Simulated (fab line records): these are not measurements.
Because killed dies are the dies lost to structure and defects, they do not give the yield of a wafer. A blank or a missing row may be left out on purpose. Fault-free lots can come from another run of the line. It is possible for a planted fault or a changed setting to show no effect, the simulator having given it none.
Which tool was responsible? ; flow rit_cmos ; 14 lots with 42 wafers sampled at 4 steps, on a route of 202 steps

== WHAT EACH GAUGE READ, for each wafer ==
RIT_NWELL_OVL_MEAS_06.
lot;measured;on;NWELL_OVL (nm)
L954;day 1 20:40;overlay-01;1.2 0.7 2.0
L957;day 2 11:43;overlay-01;0.5 0.4 -2.0
L958;day 2 17:57;overlay-02;1.8 -0.9 0.6
L959;day 2 21:35;overlay-02;0.6 -0.4 -1.3
L961;day 3 07:50;overlay-02;-1.8 -0.1 0.0
L962;day 3 12:16;overlay-01;-0.7 2.1 1.2
L963;day 3 18:26;overlay-02;-3.2 -1.6 -2.2
L964;day 3 22:16;overlay-01;-0.9 0.0 -1.4
L965;day 4 03:11;overlay-01;-0.9 -1.4 -1.9
L968;day 4 19:29;overlay-01;-3.4 -1.9 -0.9
L969;day 4 23:25;overlay-01;0.2 0.1 0.1
L971;day 5 10:50;overlay-01;3.2 -0.2 2.7
L973;day 5 19:29;overlay-01;0.5 -1.8 -1.6
L976;day 6 10:57;overlay-02;0.3 0.7 -0.7

RIT_GATE_CD_MEAS_16: target cd 150 nm.
lot;measured;on;cd_nm (nm)
L954;day 2 12:30;cd_sem-01;151.9 151.9 151.5
L957;day 3 03:46;cd_sem-02;144.6 147.5 146.6
L958;day 3 10:04;cd_sem-01;151.9 151.3 150.7
L959;day 3 13:35;cd_sem-02;154.2 155.3 155.6
L961;day 3 23:19;cd_sem-01;150.7 149.4 149.8
L962;day 4 04:31;cd_sem-01;149.4 148.7 147.5
L963;day 4 11:10;cd_sem-01;145.8 148.0 148.6
L964;day 4 14:05;cd_sem-01;150.5 148.4 147.5
L965;day 4 19:44;cd_sem-01;147.9 147.9 146.6
L968;day 5 10:56;cd_sem-01;145.9 148.0 148.4
L969;day 5 15:53;cd_sem-02;145.8 148.7 149.7
L971;day 6 02:25;cd_sem-01;150.1 151.4 150.9
L973;day 6 11:27;cd_sem-02;150.9 148.7 149.9
L976;day 7 02:27;cd_sem-01;148.7 146.6 145.8

RIT_SDANNEAL_RS_MEAS_07: measures by four-point-probe.
lot;measured;on;NLDD_RS (ohm/sq)
L954;day 3 02:47;film_metro-01;153.5 153.0 152.6
L957;day 3 16:42;film_metro-02;152.5 152.4 152.8
L958;day 3 23:07;film_metro-04;152.8 153.2 152.8
L959;day 4 03:34;film_metro-04;152.2 151.9 152.2
L961;day 4 12:25;film_metro-01;153.5 153.3 152.8
L962;day 4 19:27;film_metro-04;152.5 152.9 152.7
L963;day 5 00:16;film_metro-01;152.0 152.2 152.1
L964;day 5 03:16;film_metro-02;151.7 152.0 151.6
L965;day 5 08:50;film_metro-04;152.8 151.6 152.1
L968;day 6 00:20;film_metro-04;153.4 152.8 153.0
L969;day 6 05:04;film_metro-04;153.4 153.3 152.7
L971;day 6 15:46;film_metro-04;152.7 153.2 152.8
L973;day 7 00:28;film_metro-04;151.9 152.2 151.8
L976;day 7 16:01;film_metro-01;153.0 152.8 152.7

== TOOL THAT RAN EACH LOT (tool first, then ch and the chambers of the sampled wafers, then the start) ==
lot;RIT_PWELL_STRIP_09
L954;plasma_asher-01 ch 0,1, day 1 22:50
L957;plasma_asher-02 ch 0,1, day 2 13:42
L958;plasma_asher-01 ch 0,1, day 2 20:03
L959;plasma_asher-01 ch 0,1, day 2 23:41
L961;plasma_asher-03 ch 0,1, day 3 10:03
L962;plasma_asher-01 ch 0,1, day 3 14:15
L963;plasma_asher-02 ch 0,1, day 3 20:35
L964;plasma_asher-01 ch 1, day 4 00:14
L965;plasma_asher-02 ch 0,1, day 4 05:14
L968;plasma_asher-02 ch 0,1, day 4 21:28
L969;plasma_asher-03 ch 0,1, day 5 01:42
L971;plasma_asher-02 ch 0,1, day 5 12:52
L973;plasma_asher-01 ch 0,1, day 5 21:54
L976;plasma_asher-03 ch 0,1, day 6 13:02
- RIT_PWELL_STRIP_09: strips in O2, time 180 s.

== AS READ BY THE TOOLS THEMSELVES (means over the sampled wafers that have a number; for cases with no such wafer, the mark the record gives instead) ==
RIT_PWELL_STRIP_09.
lot;tool;drypump_motor_current_A (A)
L954;plasma_asher-01;5.9
L957;plasma_asher-02;5.2
L958;plasma_asher-01;5.6
L959;plasma_asher-01;5.9
L961;plasma_asher-03;5.7
L962;plasma_asher-01;5.6
L963;plasma_asher-02;5.2
L964;plasma_asher-01;5.2
L965;plasma_asher-02;5.0
L968;plasma_asher-02;5.0
L969;plasma_asher-03;5.8
L971;plasma_asher-02;5.2
L973;plasma_asher-01;5.9
L976;plasma_asher-03;5.7

== THE ANSWER, worked out from the rows above alone ==
Rule: the lots themselves supply what counts as usual. The widest of any qualifying gaps counts: lots, ordered by their means at a reading, are off when they make up no more than a third of the lots, leave a main group of 4 or more, and stand apart from it by 3 or more times the standard deviation of that group's means. Not used: any main group whose means are identical at the precision the tables above print for the reading. Also off: a lot with no number at a reading for which 4 or more lots have one. The other lots that the step has rows for count as sound. The gauges are gone through in route order, then the tools' own readings, and for those a lot's mean is taken as printed above. At the first step where some lot is off, the reading lying furthest off is the one used; lots without a number count as furthest.
None of the lots is off at any reading shown; this tells nothing.

== WHAT THE SIMULATOR HAD PUT IN ==
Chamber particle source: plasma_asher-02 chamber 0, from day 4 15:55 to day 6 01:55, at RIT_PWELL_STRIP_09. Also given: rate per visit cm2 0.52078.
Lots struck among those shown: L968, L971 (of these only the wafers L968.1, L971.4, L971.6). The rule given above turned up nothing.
